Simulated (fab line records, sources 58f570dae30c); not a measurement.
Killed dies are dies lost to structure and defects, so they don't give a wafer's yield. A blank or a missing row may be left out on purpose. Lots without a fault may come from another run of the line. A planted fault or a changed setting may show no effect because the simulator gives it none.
Which tool did it? | flow berkeley_cmos170 | 15 lots, 45 wafers sampled, at 2 steps of a route of 331

WHAT THE GAUGES READ, wafer by wafer
UCB170_PWELL_THK_MEAS_03. Usual: PWELL_OXIDE_THK 26.6 nm, standard deviation 0.58.
lot  | measured    | on            | PWELL_OXIDE_THK (nm) | flag
L910 | day 2 18:37 | film_metro-03 | 26.7 26.0 26.2       |
L911 | day 2 23:37 | film_metro-02 | 25.8 26.5 25.9       |
L912 | day 3 11:00 | film_metro-02 | 26.3 26.1 26.2       |
L913 | day 3 11:03 | film_metro-02 | 26.9 26.6 27.1       |
L914 | day 3 20:41 | film_metro-03 | 27.9 27.5 27.7       |
L915 | day 3 23:35 | film_metro-02 | 40.6 40.0 39.6       | OFF
L916 | day 4 08:03 | film_metro-04 | 27.4 27.8 28.0       |
L918 | day 4 20:36 | film_metro-04 | 40.2 39.8 40.7       | OFF
L919 | day 4 20:37 | film_metro-02 | 39.5 39.8 39.0       | OFF
L927 | day 6 10:15 | film_metro-04 | 25.9 25.5 26.1       |
L928 | day 6 13:38 | film_metro-04 | 25.8 25.8 26.0       |
L929 | day 6 17:25 | film_metro-03 | 27.0 27.4 27.3       |
L931 | day 7 04:40 | film_metro-02 | 26.4 26.6 26.5       |
L930 | day 7 08:44 | film_metro-02 | 25.4 25.5 25.3       |
L932 | day 7 08:44 | film_metro-03 | 26.9 26.9 27.0       |

WHICH TOOL RAN EACH LOT (tool, then ch and the chambers of the sampled wafers, then the start)
lot  | UCB170_PWELL_OXIDATION_02
L910 | furnace-02 ch 0, day 2 17:16
L911 | furnace-01 ch 0, day 2 22:16
L912 | furnace-02 ch 0, day 3 09:38
L913 | furnace-02 ch 0, day 3 09:38
L914 | furnace-03 ch 0, day 3 19:20
L915 | furnace-03 ch 0, day 3 19:20
L916 | furnace-03 ch 0, day 4 06:42
L918 | furnace-03 ch 0, day 4 16:39
L919 | furnace-03 ch 0, day 4 16:39
L927 | furnace-01 ch 0, day 6 08:52
L928 | furnace-02 ch 0, day 6 12:16
L929 | furnace-01 ch 0, day 6 16:04
L931 | furnace-01 ch 0, day 7 03:17
L930 | furnace-01 ch 0, day 7 07:23
L932 | furnace-01 ch 0, day 7 07:23
- UCB170_PWELL_OXIDATION_02: target thk 26.4 nm, ox time 1260 s.

WHAT THE TOOLS THEMSELVES READ (means of the sampled wafers that have a number; where no wafer has one, the mark that the record gives instead)
The record holds no such reading with a usual standard deviation.

THE ANSWER, worked out from the rows above alone
Rule: a lot is off if the mean of its wafers that have a number lies more than 3 standard deviations from the usual mean. A lot without any number at a reading at which 4 lots or more have one is off too. The other lots that the step has rows for count as sound. The gauges are gone through in route order, then the tools' own readings, and for those a lot's mean is taken as printed above. The first step at which some lot is off is used, and at that step the reading that is off furthest; a lot without a number counts as furthest.
Off: L915, L918, L919, at UCB170_PWELL_THK_MEAS_03 (PWELL_OXIDE_THK).
A tool fits if, at a process step before that reading, it ran every lot that is off, and no sound lot after the first of them. The gauges at UCB170_PWELL_THK_MEAS_03 are tried like those tools. None of those tried fits.

WHAT THE SIMULATOR HAD PUT IN
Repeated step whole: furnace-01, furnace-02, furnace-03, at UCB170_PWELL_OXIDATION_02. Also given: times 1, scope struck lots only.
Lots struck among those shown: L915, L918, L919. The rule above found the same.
